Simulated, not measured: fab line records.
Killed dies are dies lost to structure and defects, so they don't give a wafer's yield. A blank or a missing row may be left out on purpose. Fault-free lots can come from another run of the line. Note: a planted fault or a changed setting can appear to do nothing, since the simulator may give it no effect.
What tool caused it? ; flow rit-cmos ; Sampling: 14 lots, 42 wafers, 2 of 202 route steps

WHAT EACH GAUGE READ, for each wafer
RIT_FOX1_THK_MEAS_01. Usual: FOX1_OXIDE_THK typically reads 350 nm, with standard deviation 7.1.
lot;measured;on;FOX1_OXIDE_THK (nm);flag
L894;day 1 19:32;film-metro-01;348 345 341;
L895;day 2 01:19;film-metro-04;370 361 369;
L896;day 2 06:10;film-metro-04;356 357 360;
L897;day 2 09:25;film-metro-01;357 354 349;
L898;day 2 13:22;film-metro-01;358 351 355;
L899;day 2 19:22;film-metro-01;280 277 281;OFF
L900;day 2 23:05;film-metro-04;282 274 287;OFF
L901;day 3 05:23;film-metro-03;341 347 353;
L902;day 3 12:18;film-metro-04;273 270 278;OFF
L910;day 5 01:23;film-metro-01;348 345 347;
L912;day 5 12:43;film-metro-03;344 348 350;
L915;day 6 03:26;film-metro-03;343 342 349;
L916;day 6 09:16;film-metro-01;357 354 355;
L917;day 6 14:41;film-metro-04;353 353 355;

WHAT TOOL EACH LOT RAN ON (gives the tool, then ch and the chambers of the sampled wafers, and finally the start)
lot;RIT_FOX1_OXIDATION_00
L894;furnace-03 ch 0, day 1 18:12
L895;furnace-01 ch 0, day 1 23:59
L896;furnace-04 ch 0, day 2 04:52
L897;furnace-04 ch 0, day 2 08:07
L898;furnace-04 ch 0, day 2 12:04
L899;furnace-04 ch 0, day 2 18:03
L900;furnace-04 ch 0, day 2 21:46
L901;furnace-03 ch 0, day 3 04:03
L902;furnace-04 ch 0, day 3 10:58
L910;furnace-01 ch 0, day 5 00:04
L912;furnace-01 ch 0, day 5 11:24
L915;furnace-03 ch 0, day 6 02:08
L916;furnace-03 ch 0, day 6 07:57
L917;furnace-03 ch 0, day 6 13:23
- RIT_FOX1_OXIDATION_00: target thk 350.7 nm, ox time 1130 s.

WHAT THE TOOLS THEMSELVES READ (means of the sampled wafers that have a number; where no wafer has one, the mark that the record gives instead)
RIT_FOX1_OXIDATION_00. Usual: spike-tc-centre-C 1101.5 C, standard deviation 1.1; spike-tc-load-C 1129.1 C, standard deviation 1.9; spike-tc-source-C 1126.2 C, standard deviation 2.4; tube-center-temp-C 1100 C, standard deviation 0.1; tube_center_temp_C_max 1102.7, standard deviation 0.44; zone-power-load-pct 43.2 %, standard deviation 1.
lot;tool;spike-tc-centre-C (C);spike-tc-load-C (C);spike-tc-source-C (C);tube-center-temp-C (C);tube_center_temp_C_max;zone-power-load-pct (%);flag
L894;furnace-03;1102.3;1130.8;1128.6;1100;1102.8;43.8;
L895;furnace-01;1101.2;1131.2;1127.1;1100;1102.6;44.9;
L896;furnace-04;1101.5;1127.5;1123.3;1100;1102.5;42.2;
L897;furnace-04;1100.9;1127.5;1124.1;1100;1102.7;42.1;
L898;furnace-04;1100.4;1127.7;1123.1;1100;1102.4;42.5;
L899;furnace-04;1060.9;1086.5;1082.9;1060;1062.9;38.5;OFF
L900;furnace-04;1061.0;1087.0;1083.6;1060;1063.2;38.8;OFF
L901;furnace-03;1102.4;1131.7;1128.4;1100;1102.8;43.3;
L902;furnace-04;1061.5;1085.6;1082.9;1060;1062.9;38.8;OFF
L910;furnace-01;1102.4;1130.7;1128.1;1100;1102.3;45.0;
L912;furnace-01;1101.9;1130.3;1127.3;1100;1102.8;44.3;
L915;furnace-03;1101.5;1130.4;1129.5;1100;1102.7;43.5;
L916;furnace-03;1101.2;1130.1;1127.6;1100;1102.7;43.0;
L917;furnace-03;1102.6;1131.9;1128.6;1100;1102.9;43.2;

THE ANSWER, worked out from the rows above alone
Rule: take the mean of a lot's wafers that have a number; if it is more than 3 standard deviations from the usual mean, the lot is off. Also off: a lot with no number at a reading for which 4 or more lots have one. Any other lot the step has rows for is counted as sound. Order of review: gauges by route order, followed by the tools' own readings, for which a lot's mean as printed above is used. The first step at which some lot is off is used, and at that step the reading that is off furthest; a lot without a number counts as furthest.
Off: L899, L900, L902, seen at RIT_FOX1_THK_MEAS_01 (FOX1_OXIDE_THK).
A tool fits if, at a process step before that reading, it ran every lot that is off, and no sound lot after the first of them. The gauges at RIT_FOX1_THK_MEAS_01 aren't tried: what is off there is off at RIT_FOX1_OXIDATION_00 too, on other tools, and a gauge's error can't cause that. One fits: furnace-04 at RIT_FOX1_OXIDATION_00. Its last sound lot is L898 (day 2 12:04), its first lot that is off L899 (day 2 18:03): a fault that began between those two fits.
The tool's own readings at RIT_FOX1_OXIDATION_00 bear it out: on the lots that are off they differ by more than 5 times the standard deviation of the sound lots' means. spike-tc-centre-C reads 1061.1 C there against 1101.7 C on the sound lots; spike-tc-load-C reads 1086.4 C there against 1130.0 C on the sound lots; spike-tc-source-C reads 1083.1 C there against 1126.9 C on the sound lots; tube-center-temp-C reads 1060 C there against 1100 C on the sound lots; tube_center_temp_C_max reads 1063.0 there against 1102.7 on the sound lots.

WHAT THE SIMULATOR HAD PUT IN
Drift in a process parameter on furnace-04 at RIT_FOX1_OXIDATION_00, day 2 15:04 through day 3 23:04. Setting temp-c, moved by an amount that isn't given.
Shown lots that were struck: L899, L900, L902. The rule given above showed the same thing.
